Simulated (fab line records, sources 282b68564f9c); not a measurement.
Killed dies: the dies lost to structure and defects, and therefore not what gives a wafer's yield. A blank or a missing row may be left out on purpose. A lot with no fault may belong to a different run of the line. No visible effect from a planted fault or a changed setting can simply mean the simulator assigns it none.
Code-filled problem report in 8D (eight disciplines) form + flow ritCmos + the parts of the form that need people (team, actions taken, sign-off) are left out

== 1. WHAT WENT WRONG ==
tiltDeg at RIT_NRETRO_IMPLANT_08 reads a mean of 7.798 degrees on 6 wafers of 2 lots; wafers without a fault read 7.001 degrees with a standard deviation of 0.022. Relative to the usual mean, that is a shift of +36 standard deviations.
Earliest sighting: wafer L911.2 on implanter-01 at day 4 11:45. The record has a number at this step for 36 wafers belonging to 12 lots. Rule for "out" (also "out of limits"): further than 4 standard deviations from the usual mean. Any other wafer with a number is counted as sound.

== 2. WHAT IT IS, WHAT IT ISN'T ==
| question                    | is                     | is not                                                                                             |
|-----------------------------|------------------------|----------------------------------------------------------------------------------------------------|
| which readings at this step | tiltDeg                | -                                                                                                  |
| which lots                  | L911, L913             | L901, L902, L903, L906, L912, L917, L919, L920, L922, L924                                         |
| which wafers of those lots  | all that have a number | -                                                                                                  |
| read on which tools         | implanter-01           | implanter-03, implanter-04                                                                         |
| when                        | from day 4 11:45       | up to then (12 sound wafers); but 18 sound wafers of L912, L917, L919, L920, L922, L924 came after |

== 3. SUSPECTS, AND WHAT RULES EACH OUT ==
Counting: any tool at a process step up to the reading is kept as a suspect provided that every lot that is out went through it and no sound lot did after the first of them.
- plasmaAsher-04 at RIT_ACTIVE_STRIP_14 (strips in O2, time 180 s): ruled out as a lasting fault. Sound lots L912, L917, L919 ran on it after its first lot that is out, L911 (day 3 18:43).
- implanter-01 at RIT_NRETRO_IMPLANT_08: kept. It ran every lot that is out, first L911 (day 4 11:45), and no sound lot after that; its last sound lot up to then is L906 (day 3 06:43). Its own readings are out on those wafers: tiltDeg.
Remaining after the count: implanter-01 at RIT_NRETRO_IMPLANT_08.

== 4. THE CAUSE (what the simulator had put in) ==
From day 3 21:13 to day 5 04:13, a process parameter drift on implanter-01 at RIT_NRETRO_IMPLANT_08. The setting tiltDeg was moved by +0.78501, starting from 7. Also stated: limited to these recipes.
Counting left only this tool.

== 5. SEQUENCE OF EFFECTS, ordered by route ==
Each row: a reading whose mean over the struck wafers that have a number lies more than 3 standard deviations from the usual. Scope: only readings with a usual standard deviation given in the record; hours: median across lots of the time from each lot's start at the first step in this table that gives one to its start at this step; sigmas: change in usual standard deviations.
| hours | step                  | reading | usual         | on struck wafers | change | sigmas |
|-------|-----------------------|---------|---------------|------------------|--------|--------|
| 0     | RIT_NRETRO_IMPLANT_08 | tiltDeg | 7.001 degrees | 7.798            | +0.796 | +36    |
It contains these process steps:
- RIT_NRETRO_IMPLANT_08
Later steps that measure or inspect, where all struck wafers having a row at the step show a number for every such reading and not one has moved that far: RIT_NLDD_OVL_MEAS_06.

== 6. HOW IT WOULD HAVE BEEN CAUGHT EARLIER ==
15 hours passed between the start of the fault at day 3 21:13 and the first reading out of limits in this record, taken at day 4 11:45.
